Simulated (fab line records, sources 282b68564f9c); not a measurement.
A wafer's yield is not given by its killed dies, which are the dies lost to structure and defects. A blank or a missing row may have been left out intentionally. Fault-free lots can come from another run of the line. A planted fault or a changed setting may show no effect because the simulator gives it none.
A lot that was struck, set against a sound lot ; flow rit cmos ; 44 out of 202 route steps
Sound: the wafers L531.1, L531.3, L531.4. Wafers L539.1, L539.5, L539.6 were the ones struck. The cause is named last.
For every step that has rows: the tool of each side, followed by ch and its chambers, followed by its first start. Under that, the readings that differ: sound wafers ; struck wafers ; difference of the means ; sigmas: that difference in standard deviations of wafers without a fault.
alike: same words and numbers on both sides, and readings whose means sit less than 2 such deviations apart. not compared: any withheld reading, any reading some wafer has no value for, any bound like >300 that may hide the same value, and any number with overlapping values for which the record gives no deviation.
Wherever a step has rows on one side only, a row that says differs or no value, or a row with sigmas, the two part there. Non-overlapping numbers with no deviation appear without sigmas and do not part them. A reading missing from all wafers of one side parts the sides only when that side holds two or more wafers.

first, 4 steps without rows for these wafers: RIT_NWELL_SOFTBAKE_02 (time 60 s); RIT_NWELL_EXPOSE_03 (exposes mask M2, target cd 43900 nm); RIT_NWELL_PEB_04; RIT_NWELL_DEVELOP_05 (develop time 68 s).
RIT_NWELL_OVL_MEAS_06:
  sound on overlay-01, day 1 22:34; struck on overlay-02, day 3 14:14
  alike: NWELL_OVL
then, 2 steps without rows for these wafers: RIT_NWELL_HARDBAKE_07 (time 120 s); RIT_NWELL_IMPLANT_08.
RIT_NWELL_STRIP_09: strips in O2, time 180 s.
  sound on plasma asher-01 ch 0,1, day 1 23:01; struck on plasma asher-03 ch 0,1, day 3 14:40
  alike: drypump motor current A
  not compared: rf hours counter h
RIT_NWELL_TW_MEAS_10:
  sound on film metro-03, day 1 23:11; struck on film metro-04, day 3 14:50
  alike: NWELL_TW
then, 2 steps without rows for these wafers: RIT_PWELL_HMDS_00 (prime time 60 s); RIT_PWELL_COAT_01 (resist thk 1300 nm).
RIT_PWELL_SOFTBAKE_02: time 62.36 s.
  sound on litho track-02 ch 0, day 1 23:33; struck on litho track-03 ch 0, day 3 15:12
  alike: plate sensor t centre C, plate sensor t edge C
RIT_PWELL_EXPOSE_03: exposes mask M3, target cd 43700 nm.
  sound on iline stepper-02 ch 0, day 1 23:42; struck on iline stepper-01 ch 0, day 3 15:22
reading;sound;struck;difference;sigmas
model.PWELL.overlay x nm (nm);-0.1871 -0.1871 -0.1871;419.9 419.9 419.9;+420.1;
  alike: mask
then, 2 steps without rows for these wafers: RIT_PWELL_PEB_04; RIT_PWELL_DEVELOP_05 (develop time 68 s).
RIT_PWELL_OVL_MEAS_06:
  sound on overlay-01, day 2 00:08; struck on overlay-01, day 3 15:52
reading;sound;struck;difference;sigmas
PWELL_OVL (nm);0.6 -2.0 -1.1;419.2 418.7 418.3;+419.6;+99 or more
then, 2 steps without rows for these wafers: RIT_PWELL_HARDBAKE_07 (time 120 s); RIT_PWELL_IMPLANT_08.
RIT_PWELL_STRIP_09: strips in O2, time 180 s.
  sound on plasma asher-04 ch 0,1, day 2 00:34; struck on plasma asher-04 ch 0,1, day 3 16:27
  alike: drypump motor current A
  not compared: rf hours counter h
RIT_PWELL_TW_MEAS_10:
  sound on film metro-04, day 2 00:44; struck on film metro-02, day 3 16:38
  alike: PWELL_TW
then, 1 step without rows for these wafers: RIT_WELLDRIVE_ANNEAL_00 (time 14700 s).
RIT_WELLDRIVE_RS_MEAS_01: measures by four-point-probe.
  sound on film metro-03, day 2 05:53; struck on film metro-04, day 3 21:46
  alike: NWELL_RS
RIT_WELLDRIVE_RS_MEAS_02: measures by four-point-probe.
  sound on film metro-03, day 2 06:00; struck on film metro-04, day 3 21:53
  alike: PWELL_RS
then, 6 steps without rows for these wafers: RIT_NRETRO_HMDS_00 (prime time 60 s); RIT_NRETRO_COAT_01 (resist thk 1300 nm); RIT_NRETRO_SOFTBAKE_02 (time 60 s); RIT_NRETRO_EXPOSE_03 (exposes mask M4, target cd 43900 nm); RIT_NRETRO_PEB_04; RIT_NRETRO_DEVELOP_05 (develop time 68 s).
RIT_NRETRO_OVL_MEAS_06:
  sound on overlay-02, day 2 07:00; struck on overlay-02, day 3 22:53
  alike: NRETRO_OVL
then, 2 steps without rows for these wafers: RIT_NRETRO_HARDBAKE_07 (time 120 s); RIT_NRETRO_IMPLANT_08.
RIT_NRETRO_STRIP_09: strips in O2, time 180 s.
  sound on plasma asher-01 ch 0,1, day 2 07:26; struck on plasma asher-03 ch 0,1, day 3 23:20
  alike: drypump motor current A
  not compared: rf hours counter h
RIT_NRETRO_TW_MEAS_10:
  sound on film metro-01, day 2 07:37; struck on film metro-02, day 3 23:30
  alike: NRETRO_TW
then, 6 steps without rows for these wafers: RIT_PRETRO_HMDS_00 (prime time 60 s); RIT_PRETRO_COAT_01 (resist thk 1300 nm); RIT_PRETRO_SOFTBAKE_02 (time 60 s); RIT_PRETRO_EXPOSE_03 (exposes mask M5, target cd 43700 nm); RIT_PRETRO_PEB_04; RIT_PRETRO_DEVELOP_05 (develop time 68 s).
RIT_PRETRO_OVL_MEAS_06:
  sound on overlay-01, day 2 08:41; struck on overlay-01, day 4 00:34
  alike: PRETRO_OVL
then, 1 step without rows for these wafers: RIT_PRETRO_HARDBAKE_07 (time 120 s).
RIT_GATE_ETCH_19: etches poly-Si in SF6/CHF3/O2, stops on SiO2, time 165 s, target depth 312.5 nm.
  sound on rie si-02 ch 0,1,2, day 2 14:34; struck on rie si-02 ch 1,2, day 4 11:06
reading;sound;struck;difference;sigmas
model.GATE.cd nm (nm);145.5 147.9 147.3;148.2 148 150.4;+2.0;
  alike: O2_flow_sccm, drypump motor current A, oes product au, throttle valve pct
  not compared: rf hours counter h
RIT_M1_PROBE_99:
  sound on prober-02, day 3 11:23; struck on prober-01, day 5 07:02
reading;sound;struck;difference;sigmas
model.etest.pmos turned.r on ohm um;3199 3198 3199;3327 3217 3343;+97;
model.etest.pmos_0p15.r on ohm um;2544 2569 2579;2684 2603 2697;+97;
model.etest.well edge left.line ohm um;184.8 184.8 183.5;224.3 223.1 220.6;+38.3;
model.etest.well edge right.line ohm um;182.3 183.3 183.7;159.9 159.9 159.3;-23.4;
  alike: killed at front end, killed dies, killed open, killed short
  not compared: model.etest.nmos_0p15.r on ohm um, model.etest.nmos_0p15.drive ua um, model.etest.pmos_0p15.drive ua um, model.etest.npoly line.line ohm um

WHERE THEY PART
Within this record, at RIT_PWELL_OVL_MEAS_06 only. Later steps at which nothing parts them and some readings are alike: RIT_PWELL_STRIP_09, RIT_PWELL_TW_MEAS_10, RIT_WELLDRIVE_RS_MEAS_01, RIT_WELLDRIVE_RS_MEAS_02, RIT_NRETRO_OVL_MEAS_06, RIT_NRETRO_STRIP_09, RIT_NRETRO_TW_MEAS_10, RIT_PRETRO_OVL_MEAS_06, RIT_GATE_ETCH_19, RIT_M1_PROBE_99.

WHY: the cause the simulator had injected
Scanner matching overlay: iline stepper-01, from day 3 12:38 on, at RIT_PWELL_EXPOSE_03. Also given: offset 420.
